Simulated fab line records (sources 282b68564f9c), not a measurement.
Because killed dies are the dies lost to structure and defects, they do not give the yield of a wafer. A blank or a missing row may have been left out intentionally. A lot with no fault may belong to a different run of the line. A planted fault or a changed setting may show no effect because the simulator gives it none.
Comparing a struck lot with a sound one :: flow rit-cmos :: 15 out of 202 route steps
Sound: wafers L147.1, L147.2, L147.4. Wafers struck: L159.4, L159.5, L159.6. The cause is named last.
Order at every step that has rows: each side's tool, ch and its chambers, its first start. Under that, the readings that differ: sound wafers :: struck wafers :: difference of the means :: sigmas: that difference in standard deviations of wafers without a fault.
alike: same words and numbers on both sides, and readings whose means sit less than 2 such deviations apart. not compared: any withheld reading, any reading some wafer has no value for, any bound like >300 that may hide the same value, and any number with overlapping values for which the record gives no deviation.
Wherever a step has rows on one side only, a row that says differs or no value, or a row with sigmas, the two part there. Non-overlapping numbers with no deviation appear without sigmas and do not part them. A reading that every wafer of one side lacks parts them only if that side has two wafers or more.

RIT_CONTACT_OVL_MEAS_09:
  struck on overlay-01, day 7 21:49; sound on overlay-01, day 5 10:08
  alike: CONTACT_OVL
then, 1 step without rows for these wafers: RIT_CONTACT_HARDBAKE_10 (time 60 s).
RIT_CONTACT_ETCH_11: etches SiO2 in CHF3/CF4/Ar, stops on TiSi2, target depth 480 nm, time 320 s.
  sound on rie-diel-03 ch 0,1,3, day 5 10:20; struck on rie-diel-04 ch 1,2,3, day 7 21:58
  alike: drypump-motor-current-A, oes-product-au, throttle-valve-pct
  not compared: rf-hours-counter-h
RIT_CONTACT_STRIP_12: strips in O2, time 180 s.
  sound on plasma-asher-03 ch 0,1, day 5 10:32; struck on plasma-asher-03 ch 0,1, day 7 22:14
  alike: drypump-motor-current-A
  not compared: rf-hours-counter-h
RIT_CONTACT_CD_MEAS_90 targets a cd of 1000 nm.
  struck on cd-sem-02, day 7 22:24; sound on cd-sem-02, day 5 10:42
  alike: cd-nm
then, 2 steps without rows for these wafers: RIT_CONTACT_CLEAN_13 (cleans in SC1, time 600 s); RIT_CONTACT_CLEAN_14 (cleans in SC2, time 600 s).
RIT_M1_SPUTTER_00: material Al, target thk 400 nm, time 500 s.
  struck on pvd-sputter-03, day 7 22:49; sound on pvd-sputter-04, day 5 11:11
  alike: throttle-valve-pct
RIT_M1_RS_MEAS_01: the measuring method here is four-point-probe.
  struck on film-metro-02, day 7 23:10; sound on film-metro-04, day 5 11:29
  alike: M1_AL_RS
RIT_M1_THK_MEAS_02: measures by xrf.
  struck on film-metro-02, day 7 23:16; sound on film-metro-04, day 5 11:36
  alike: M1_AL_THK
then, 2 steps without rows for these wafers: RIT_M1_HMDS_03 (prime time 60 s); RIT_M1_COAT_04 (resist thk 1300 nm).
RIT_M1_SOFTBAKE_05: time 60 s.
  sound on litho-track-01 ch 0, day 5 11:58; struck on litho-track-03 ch 0, day 7 23:40
reading: heater-power-total-W (W)
sound: 34.52 34.63 34.52
struck: 33.68 33.76 33.80
difference: -0.81
sigmas: -16

reading: plate-temp-C (C)
sound: 89.87 89.88 90.03
struck: 88.49 88.47 88.43
difference: -1.46
sigmas: -13
then, 1 step without rows for these wafers: RIT_M1_EXPOSE_06 (exposes mask M12, target cd 2600 nm).
RIT_M1_PROBE_99:
  struck on prober-01, day 8 03:17; sound on prober-01, day 5 15:34
  alike: defect-limited-yield, killed-at-contacts, killed-at-front-end, killed-dies, killed-open, killed-short, sort_bin_3_pad_short, sort_bin_5_function, sort_bin_6_memory, sort-n-pass, sort-yield-pct

== WHERE THEY PART ==
Only at RIT_M1_SOFTBAKE_05, within this record. Later steps at which nothing parts them and some readings are alike: RIT_M1_PROBE_99.

WHY: the cause the simulator had injected
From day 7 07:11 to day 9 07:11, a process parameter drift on litho-track-03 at RIT_M1_SOFTBAKE_05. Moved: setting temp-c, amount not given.
